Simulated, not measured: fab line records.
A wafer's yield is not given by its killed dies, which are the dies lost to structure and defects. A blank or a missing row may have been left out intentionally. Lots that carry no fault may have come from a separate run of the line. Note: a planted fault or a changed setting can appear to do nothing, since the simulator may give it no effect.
2 desks looking at one fault ; flow berkeleyCmos170 ; each desk holds nothing but its own numbers, with what lay behind them at the end

## THE METROLOGY DESK
What the gauges read for every lot (on any tool): the sampled wafers with a number, averaged. If a lot's mean is further than 4 standard deviations from the usual mean, the lot is out of limits and carries the mark OUT (the distance appears in the brackets).
Columns: A = M1_AL_THK at UCB170_M1_THK_MEAS_02, usual 602 nm; B = cdNm at UCB170_M2_CD_MEAS_15, usual 699.7 nm
lot;first seen here;A;B
L706;day 8 20:05;609;697.7
L707;day 8 20:21;598;699.3
L711;day 9 17:59;599;698.9
L713;day 10 06:49;598;697.9
L718;day 11 07:16;599;702.0
L719;day 11 14:49;601;701.3
L720;day 11 14:49;589;699.2
L725;day 12 14:44;607;700.0
L727;day 12 18:33;585;701.9
L722;day 12 18:49;605;701.4
L724;day 12 19:02;593;699.0
L728;day 12 19:46;601;699.6
This desk's finding: nothing out of limits on any of the 12 lots.

## AT THE TOOL OWNER'S DESK: krfScanner-02
The tool's own readings at UCB170_ACTIVE_EXPOSE_10 (exposes mask ACTIVE, target cd 1200 nm): means of the sampled wafers that have a number, for each lot that ran on this tool. If a lot's mean is further than 4 standard deviations from the usual mean, the lot is out of limits and carries the mark OUT (the distance appears in the brackets).
Columns: A = exposureDoseMJCm2 at UCB170_ACTIVE_EXPOSE_10, usual 19.997; B = focusOffsetNm at UCB170_ACTIVE_EXPOSE_10, usual 0.0 nm
lot;first seen here;A;B
L706;day 5 05:20;19.987;-0.0
L707;day 5 05:31;19.996;0.2
L713;day 6 13:07;20.001;-0.1
L722;day 9 04:31;19.985;1.0
L725;day 9 05:04;20.017;0.8
L724;day 9 05:11;20.000;-0.3
This desk's finding: nothing out of limits on any of the 6 lots.

## BROUGHT TOGETHER
From the metrology desk's view, nothing was out of limits.
The desk of the tool owner found nothing out of limits.

## WHAT THE SIMULATOR PUT IN
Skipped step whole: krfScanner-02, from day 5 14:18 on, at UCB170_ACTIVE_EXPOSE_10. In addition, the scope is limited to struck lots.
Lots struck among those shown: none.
